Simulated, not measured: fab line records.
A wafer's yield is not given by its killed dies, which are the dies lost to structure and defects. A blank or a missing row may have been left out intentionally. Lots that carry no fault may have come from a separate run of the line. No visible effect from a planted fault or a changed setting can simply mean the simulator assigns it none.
Split-lot trial    flow rit-cmos    23 wafers read across 5 lots, on a route 202 steps long

## THE SPLIT
At RIT_NLDD_SOFTBAKE_02 (time 60 s), the setting temp-c was moved away from the recipe's 90 C on 7 of the 23 wafers read, by -3.8% to +1.8%. The other wafers ran this setting at the recipe's value.

## FROM THE SPLIT TO THE READING: what the file shows between them, 2 steps
- RIT_NLDD_EXPOSE_03: exposes mask M7, target cd 40700 nm
- RIT_NLDD_PEB_04

## THE READING
NOVOLAK_of_NLDD_COAT_01.thk-nm (the simulator's own value, which no gauge read), in nm, at RIT_NLDD_DEVELOP_05 (develop time 50 s). There is no usual value for it anywhere in the file. The 16 wafers here that ran the recipe average 999.1 nm, standard deviation 3.1 nm.

wafer   tool, chamber at the split  temp-c as run, C  against the recipe  NOVOLAK_of_NLDD_COAT_01.thk-nm, nm  against lot-mates on the recipe
L077.1  litho-track-04, 0           90                recipe              996.9                               -
L077.3  litho-track-04, 0           91.65             +1.8%               993                                 -3.4
L077.4  litho-track-04, 0           91.65             +1.8%               992.9                               -3.5
L077.5  litho-track-04, 0           90                recipe              997                                 -
L077.6  litho-track-04, 0           90                recipe              995.3                               -
L080.1  litho-track-04, 0           86.59             -3.8%               1009                                +13.7
L080.2  litho-track-04, 0           86.59             -3.8%               1006                                +10.7
L080.3  litho-track-04, 0           90                recipe              993.4                               -
L080.4  litho-track-04, 0           90                recipe              996.4                               -
L080.5  litho-track-04, 0           90                recipe              996                                 -
L081.1  litho-track-01, 0           90                recipe              1005                                -
L081.2  litho-track-01, 0           90                recipe              1000                                -
L081.4  litho-track-01, 0           90                recipe              1003                                -
L081.5  litho-track-01, 0           90                recipe              999.9                               -
L081.6  litho-track-01, 0           90                recipe              1004                                -
L083.2  litho-track-03, 0           87.39             -2.9%               1008                                +7.0
L083.4  litho-track-03, 0           87.39             -2.9%               1008                                +7.0
L083.3  litho-track-03, 0           90                recipe              1001                                -
L083.6  litho-track-03, 0           90                recipe              1001                                -
L083.5  litho-track-03, 0           87.39             -2.9%               1005                                +4.0
L084.2  litho-track-01, 0           90                recipe              999.4                               -
L084.5  litho-track-01, 0           90                recipe              997.7                               -
L084.6  litho-track-01, 0           90                recipe              1000                                -

THE FIT
A straight line over all 23 wafers: NOVOLAK_of_NLDD_COAT_01.thk-nm changes by -2.59 nm for each +1% of temp-c; r = -0.82; the points scatter about the line by 2.9 nm.
The same after taking each lot's own level away (the mean of its wafers on the recipe; 23 wafers): -2.57 nm for each +1%; r = -0.92; scatter 1.7 nm.
That fit puts the effect of the largest move of temp-c on the reading at 9.7 nm.
The lots' own levels span 995.27 to 1002.38 nm, that is 2.3 times the standard deviation above.
The two slopes are in agreement: the lot-to-lot level therefore moves the slope only a little.
Check: for one of the wafers moved furthest among these (-3.8%), held out of the fit, the line's prediction against its lot-mates is +8.66 nm. It came out at +13.7 nm against them.

## OTHER SPLITS ON THESE WAFERS
Other splits were also applied to these wafers ahead of the reading. Each is held against what the fit with the lots' levels taken away leaves over:
other split on the same wafers   wafers away from the commonest value  r with NOVOLAK_of_NLDD_COAT_01.thk-nm (lot level and that fit taken away)
RIT_ACTIVE_COAT_06 spin-rpm      8                                     +0.12
RIT_ACTIVE_ETCH_13 rf-w          6                                     -0.13
RIT_FOX2_WET_ETCH_03 time-s      18                                    -0.29
RIT_NWELL_COAT_01 resist-thk-nm  11                                    -0.20
RIT_NRETRO_IMPLANT_08 dose-cm2   10                                    -0.21
RIT_GATE_EXPOSE_13 dose-mj       7                                     -0.24
RIT_GATE_STRIP_20 o2-flow-sccm   7                                     -0.05

## FILE'S OWN FIT
NOVOLAK_of_NLDD_COAT_01.thk-nm changes by -2.69 nm for each +1% of temp-c, r = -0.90.
